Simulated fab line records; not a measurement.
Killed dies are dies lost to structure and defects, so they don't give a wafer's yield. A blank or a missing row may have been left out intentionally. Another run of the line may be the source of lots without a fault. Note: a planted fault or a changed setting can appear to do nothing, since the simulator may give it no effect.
Which tool did it? / flow berkeley_cmos170 / 7 lots with 21 wafers sampled at 2 steps, on a route of 331 steps

== WHAT EACH GAUGE READ, for each wafer ==
UCB170_PFIELD_OVL_MEAS_06.
lot=L986; measured=day 4 15:40; on=overlay-02; PFIELD_OVL (nm)=-2 3 -5
lot=L987; measured=day 4 20:10; on=overlay-02; PFIELD_OVL (nm)=-1 -1 1
lot=L990; measured=day 5 14:01; on=overlay-02; PFIELD_OVL (nm)=0 -1 5
lot=L996; measured=day 6 15:54; on=overlay-01; PFIELD_OVL (nm)=4 5 16
lot=L100; measured=day 7 12:54; on=overlay-02; PFIELD_OVL (nm)=4 4 3
lot=L102; measured=day 8 08:32; on=overlay-02; PFIELD_OVL (nm)=11 10 4
lot=L105; measured=day 8 19:14; on=overlay-02; PFIELD_OVL (nm)=106 86 102

== WHAT TOOL EACH LOT RAN ON (gives the tool, then ch and the chambers of the sampled wafers, and finally the start) ==
lot=L986; UCB170_PFIELD_EXPOSE_03=krf_scanner-02 ch 0, day 4 15:16
lot=L987; UCB170_PFIELD_EXPOSE_03=krf_scanner-02 ch 0, day 4 19:44
lot=L990; UCB170_PFIELD_EXPOSE_03=krf_scanner-02 ch 0, day 5 13:19
lot=L996; UCB170_PFIELD_EXPOSE_03=krf_scanner-01 ch 0, day 6 15:14
lot=L100; UCB170_PFIELD_EXPOSE_03=krf_scanner-02 ch 0, day 7 12:31
lot=L102; UCB170_PFIELD_EXPOSE_03=krf_scanner-02 ch 0, day 8 07:49
lot=L105; UCB170_PFIELD_EXPOSE_03=krf_scanner-01 ch 0, day 8 18:07
- UCB170_PFIELD_EXPOSE_03: exposes mask PFIELD, target cd 1500 nm.

== THE ANSWER, worked out from the rows above alone ==
Rule: what is usual is taken from the lots themselves. Put in order of their means at a reading, lots are off if they are a third of the lots or fewer, leave a main group of 4 or more, and stand apart from it by a gap of 3 or more times the standard deviation of the main group's means; of several such gaps the widest counts. If all means in a main group match to the digits the tables above print for the reading, that group is not used. A lot without any number at a reading at which 4 lots or more have one is off too. All remaining lots with rows at the step are treated as sound.
Off: L105, at UCB170_PFIELD_OVL_MEAS_06 (PFIELD_OVL). For the main group the mean is 3 nm and the standard deviation 3.9.
A tool fits if, at a process step before that reading, it ran every lot that is off, and no sound lot after the first of them. The gauges at UCB170_PFIELD_OVL_MEAS_06 are tried like those tools. Undecided on this evidence; 2 tools fit (krf_scanner-01 at UCB170_PFIELD_EXPOSE_03, overlay-02 at UCB170_PFIELD_OVL_MEAS_06).

== WHAT THE SIMULATOR HAD INSERTED ==
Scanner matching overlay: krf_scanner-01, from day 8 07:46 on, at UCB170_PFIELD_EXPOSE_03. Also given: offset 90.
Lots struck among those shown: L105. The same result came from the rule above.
